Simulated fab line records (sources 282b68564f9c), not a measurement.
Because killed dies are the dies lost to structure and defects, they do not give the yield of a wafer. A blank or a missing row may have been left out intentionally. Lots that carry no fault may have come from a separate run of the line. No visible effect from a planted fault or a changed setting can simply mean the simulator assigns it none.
Matching of chambers :: flow rit cmos :: RIT_CONTACT_CLEAN_14 on wet bench-02 has 3 sister chambers
The step cleans in SC2, time 600 s. 3 wafers are shown with their chamber, then 4 later ones without.

WAFERS WITH THEIR CHAMBER
wafer: L438.5
chamber: 0
temp c (C): 74.85

wafer: L439.6
chamber: 3
temp c (C): 75.01

wafer: L444.4
chamber: 1
temp c (C): 74.94

WAFERS WITH NO CHAMBER GIVEN
wafer: L444.6
temp c (C): 75.09

wafer: L450.1
temp c (C): 74.90

wafer: L450.3
temp c (C): 75.06

wafer: L450.5
temp c (C): 75.05

WHICH CHAMBER EACH WENT THROUGH
wafer: L444.6
from the rows above: can't be placed: 3 or 1
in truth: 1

wafer: L450.1
from the rows above: can't be placed: 1 or 0 or 3
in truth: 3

wafer: L450.3
from the rows above: can't be placed: 3 or 1
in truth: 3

wafer: L450.5
from the rows above: can't be placed: 3 or 1
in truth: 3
Correct placement for 0 of the 4. Can't be placed from these rows: 4 (the true chamber is among the candidates in 4). Number placed wrongly: 0.
How it was worked out, from the rows above alone: a wafer's distance from a chamber is the root of the sum, over the readings, of the square of ((its reading less the chamber's mean) divided by the reading's scatter). If the next closest chamber is less than 2 further off than the closest, the wafer can't be placed; otherwise it belongs to the closest. Each chamber's mean is taken over the wafers shown for it. The scatter (one wafer shown for each chamber): square how far every hidden wafer sits from the nearest shown wafer, average those squares and take the square root.
